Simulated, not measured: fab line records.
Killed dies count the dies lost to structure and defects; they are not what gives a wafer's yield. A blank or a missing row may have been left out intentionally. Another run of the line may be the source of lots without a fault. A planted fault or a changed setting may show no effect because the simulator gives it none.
Which tool was responsible? || flow ritCmos || 15 lots, 45 wafers sampled, at 4 steps of a route of 202

== WHAT EACH GAUGE READ, for each wafer ==
RIT_FOX1_THK_MEAS_01.
{"lot": "L177", "measured": "day 2 04:24", "on": "filmMetro-04", "FOX1_OXIDE_THK (nm)": "366 363 357"}
{"lot": "L178", "measured": "day 2 09:22", "on": "filmMetro-02", "FOX1_OXIDE_THK (nm)": "350 347 347"}
{"lot": "L179", "measured": "day 2 13:15", "on": "filmMetro-04", "FOX1_OXIDE_THK (nm)": "342 342 345"}
{"lot": "L180", "measured": "day 2 20:41", "on": "filmMetro-02", "FOX1_OXIDE_THK (nm)": "358 361 357"}
{"lot": "L181", "measured": "day 3 00:53", "on": "filmMetro-04", "FOX1_OXIDE_THK (nm)": "363 359 358"}
{"lot": "L186", "measured": "day 3 23:57", "on": "filmMetro-04", "FOX1_OXIDE_THK (nm)": "349 354 349"}
{"lot": "L187", "measured": "day 4 06:35", "on": "filmMetro-04", "FOX1_OXIDE_THK (nm)": "367 361 360"}
{"lot": "L188", "measured": "day 4 13:13", "on": "filmMetro-03", "FOX1_OXIDE_THK (nm)": "368 355 360"}
{"lot": "L191", "measured": "day 5 03:34", "on": "filmMetro-03", "FOX1_OXIDE_THK (nm)": "353 352 357"}
{"lot": "L193", "measured": "day 5 11:41", "on": "filmMetro-02", "FOX1_OXIDE_THK (nm)": "350 351 342"}
{"lot": "L194", "measured": "day 5 16:38", "on": "filmMetro-03", "FOX1_OXIDE_THK (nm)": "344 342 352"}
{"lot": "L195", "measured": "day 5 21:58", "on": "filmMetro-02", "FOX1_OXIDE_THK (nm)": "350 350 352"}
{"lot": "L196", "measured": "day 6 03:59", "on": "filmMetro-02", "FOX1_OXIDE_THK (nm)": "357 353 360"}
{"lot": "L197", "measured": "day 6 07:25", "on": "filmMetro-03", "FOX1_OXIDE_THK (nm)": "355 353 349"}
{"lot": "L198", "measured": "day 6 13:22", "on": "filmMetro-03", "FOX1_OXIDE_THK (nm)": "337 344 344"}

RIT_PWELL_OVL_MEAS_06.
{"lot": "L177", "measured": "day 2 09:26", "on": "overlay-01", "PWELL_OVL (nm)": "1.5 0.0 1.1"}
{"lot": "L178", "measured": "day 2 14:32", "on": "overlay-01", "PWELL_OVL (nm)": "1.4 1.2 1.8"}
{"lot": "L179", "measured": "day 2 18:23", "on": "overlay-01", "PWELL_OVL (nm)": "0.9 -0.6 0.2"}
{"lot": "L180", "measured": "day 3 03:05", "on": "overlay-02", "PWELL_OVL (nm)": "2.6 1.7 1.5"}
{"lot": "L181", "measured": "day 3 05:57", "on": "overlay-02", "PWELL_OVL (nm)": "0.2 -1.3 0.0"}
{"lot": "L186", "measured": "day 4 06:04", "on": "overlay-02", "PWELL_OVL (nm)": "- - -"}
{"lot": "L187", "measured": "day 4 14:24", "on": "overlay-02", "PWELL_OVL (nm)": "- - -"}
{"lot": "L188", "measured": "day 4 18:12", "on": "overlay-02", "PWELL_OVL (nm)": "- - -"}
{"lot": "L191", "measured": "day 5 08:44", "on": "overlay-01", "PWELL_OVL (nm)": "-2.6 -1.0 -1.1"}
{"lot": "L193", "measured": "day 5 17:18", "on": "overlay-02", "PWELL_OVL (nm)": "0.9 0.9 1.5"}
{"lot": "L194", "measured": "day 5 21:34", "on": "overlay-02", "PWELL_OVL (nm)": "3.2 1.7 2.5"}
{"lot": "L195", "measured": "day 6 09:15", "on": "overlay-01", "PWELL_OVL (nm)": "1.2 0.7 -0.4"}
{"lot": "L196", "measured": "day 6 09:22", "on": "overlay-01", "PWELL_OVL (nm)": "-1.8 -1.8 0.6"}
{"lot": "L197", "measured": "day 6 12:24", "on": "overlay-02", "PWELL_OVL (nm)": "2.9 3.5 2.1"}
{"lot": "L198", "measured": "day 6 20:12", "on": "overlay-01", "PWELL_OVL (nm)": "-2.0 -1.8 -2.1"}

RIT_PRETRO_TW_MEAS_10.
{"lot": "L177", "measured": "day 2 18:41", "on": "filmMetro-02", "PRETRO_TW": "470 473 475"}
{"lot": "L178", "measured": "day 3 00:17", "on": "filmMetro-04", "PRETRO_TW": "483 480 480"}
{"lot": "L179", "measured": "day 3 05:16", "on": "filmMetro-02", "PRETRO_TW": "470 471 472"}
{"lot": "L180", "measured": "day 3 12:23", "on": "filmMetro-02", "PRETRO_TW": "473 473 471"}
{"lot": "L181", "measured": "day 3 17:18", "on": "filmMetro-03", "PRETRO_TW": "469 470 468"}
{"lot": "L186", "measured": "day 4 16:15", "on": "filmMetro-02", "PRETRO_TW": "471 471 470"}
{"lot": "L187", "measured": "day 4 23:42", "on": "filmMetro-02", "PRETRO_TW": "466 466 469"}
{"lot": "L188", "measured": "day 5 04:46", "on": "filmMetro-02", "PRETRO_TW": "475 478 476"}
{"lot": "L191", "measured": "day 5 18:32", "on": "filmMetro-03", "PRETRO_TW": "472 472 476"}
{"lot": "L193", "measured": "day 6 04:53", "on": "filmMetro-03", "PRETRO_TW": "475 480 476"}
{"lot": "L194", "measured": "day 6 07:46", "on": "filmMetro-02", "PRETRO_TW": "477 472 473"}
{"lot": "L195", "measured": "day 6 18:20", "on": "filmMetro-03", "PRETRO_TW": "476 478 477"}
{"lot": "L196", "measured": "day 6 19:02", "on": "filmMetro-02", "PRETRO_TW": "472 472 473"}
{"lot": "L197", "measured": "day 6 23:32", "on": "filmMetro-02", "PRETRO_TW": "476 475 472"}
{"lot": "L198", "measured": "day 7 06:14", "on": "filmMetro-02", "PRETRO_TW": "474 472 474"}

== WHICH TOOL RAN EACH LOT (tool, then ch and the chambers of the sampled wafers, then the start) ==
{"lot": "L177", "RIT_PWELL_COAT_01": "lithoTrack-04 ch 0, day 2 08:46"}
{"lot": "L178", "RIT_PWELL_COAT_01": "lithoTrack-02 ch 0, day 2 13:41"}
{"lot": "L179", "RIT_PWELL_COAT_01": "lithoTrack-04 ch 0, day 2 17:40"}
{"lot": "L180", "RIT_PWELL_COAT_01": "lithoTrack-02 ch 0, day 3 02:24"}
{"lot": "L181", "RIT_PWELL_COAT_01": "lithoTrack-01 ch 0, day 3 05:13"}
{"lot": "L186", "RIT_PWELL_COAT_01": "lithoTrack-01, day 4 05:09"}
{"lot": "L187", "RIT_PWELL_COAT_01": "lithoTrack-04, day 4 13:43"}
{"lot": "L188", "RIT_PWELL_COAT_01": "lithoTrack-04, day 4 17:21"}
{"lot": "L191", "RIT_PWELL_COAT_01": "lithoTrack-01 ch 0, day 5 07:53"}
{"lot": "L193", "RIT_PWELL_COAT_01": "lithoTrack-01 ch 0, day 5 16:26"}
{"lot": "L194", "RIT_PWELL_COAT_01": "lithoTrack-04 ch 0, day 5 20:50"}
{"lot": "L195", "RIT_PWELL_COAT_01": "lithoTrack-04 ch 0, day 6 02:08"}
{"lot": "L196", "RIT_PWELL_COAT_01": "lithoTrack-02 ch 0, day 6 08:20"}
{"lot": "L197", "RIT_PWELL_COAT_01": "lithoTrack-02 ch 0, day 6 11:40"}
{"lot": "L198", "RIT_PWELL_COAT_01": "lithoTrack-04 ch 0, day 6 19:21"}
- RIT_PWELL_COAT_01: resist thk 1300 nm.

== WHAT THE TOOLS THEMSELVES READ (means of the sampled wafers that have a number; where no wafer has one, the mark that the record gives instead) ==
RIT_PWELL_COAT_01.
{"lot": "L177", "tool": "lithoTrack-04", "chillPlateTempC (C)": 23.17, "dispensePressureKPa (kPa)": 46.5}
{"lot": "L178", "tool": "lithoTrack-02", "chillPlateTempC (C)": 23.05, "dispensePressureKPa (kPa)": 44.4}
{"lot": "L179", "tool": "lithoTrack-04", "chillPlateTempC (C)": 22.96, "dispensePressureKPa (kPa)": 46.5}
{"lot": "L180", "tool": "lithoTrack-02", "chillPlateTempC (C)": 22.99, "dispensePressureKPa (kPa)": 44.4}
{"lot": "L181", "tool": "lithoTrack-01", "chillPlateTempC (C)": 22.92, "dispensePressureKPa (kPa)": 44.9}
{"lot": "L186", "tool": "lithoTrack-01", "chillPlateTempC (C)": "-", "dispensePressureKPa (kPa)": "-"}
{"lot": "L187", "tool": "lithoTrack-04", "chillPlateTempC (C)": "-", "dispensePressureKPa (kPa)": "-"}
{"lot": "L188", "tool": "lithoTrack-04", "chillPlateTempC (C)": "-", "dispensePressureKPa (kPa)": "-"}
{"lot": "L191", "tool": "lithoTrack-01", "chillPlateTempC (C)": 23.03, "dispensePressureKPa (kPa)": 44.8}
{"lot": "L193", "tool": "lithoTrack-01", "chillPlateTempC (C)": 23.11, "dispensePressureKPa (kPa)": 44.9}
{"lot": "L194", "tool": "lithoTrack-04", "chillPlateTempC (C)": 22.90, "dispensePressureKPa (kPa)": 46.5}
{"lot": "L195", "tool": "lithoTrack-04", "chillPlateTempC (C)": 22.90, "dispensePressureKPa (kPa)": 46.6}
{"lot": "L196", "tool": "lithoTrack-02", "chillPlateTempC (C)": 23.07, "dispensePressureKPa (kPa)": 44.4}
{"lot": "L197", "tool": "lithoTrack-02", "chillPlateTempC (C)": 23.02, "dispensePressureKPa (kPa)": 44.4}
{"lot": "L198", "tool": "lithoTrack-04", "chillPlateTempC (C)": 23.02, "dispensePressureKPa (kPa)": 46.6}

== THE ANSWER, worked out from the rows above alone ==
Rule: usual is defined by the lots themselves. The widest of any qualifying gaps counts: lots, ordered by their means at a reading, are off when they make up no more than a third of the lots, leave a main group of 4 or more, and stand apart from it by 3 or more times the standard deviation of that group's means. A main group whose means are all the same, to the digits that the tables above print for the reading, isn't used. A lot without any number at a reading at which 4 lots or more have one is off too. Any other lot the step has rows for is counted as sound. The gauges are gone through in route order, then the tools' own readings, and for those a lot's mean is taken as printed above. The first step at which some lot is off is used, and at that step the reading that is off furthest; a lot without a number counts as furthest.
Off: at RIT_PWELL_OVL_MEAS_06 (PWELL_OVL), L186, L187, L188. Without a number there: L186, L187, L188. The main group has a mean of 0.5 nm with a standard deviation of 1.5.
If a tool, at a process step before that reading, ran all the lots that are off and no sound lot after the first of them, it fits. The gauges at RIT_PWELL_OVL_MEAS_06 aren't tried: what is off there is off at RIT_PWELL_COAT_01 too, on other tools, and a gauge's error can't cause that. Not one of the candidates tried fits.

== WHAT THE SIMULATOR HAD PUT IN ==
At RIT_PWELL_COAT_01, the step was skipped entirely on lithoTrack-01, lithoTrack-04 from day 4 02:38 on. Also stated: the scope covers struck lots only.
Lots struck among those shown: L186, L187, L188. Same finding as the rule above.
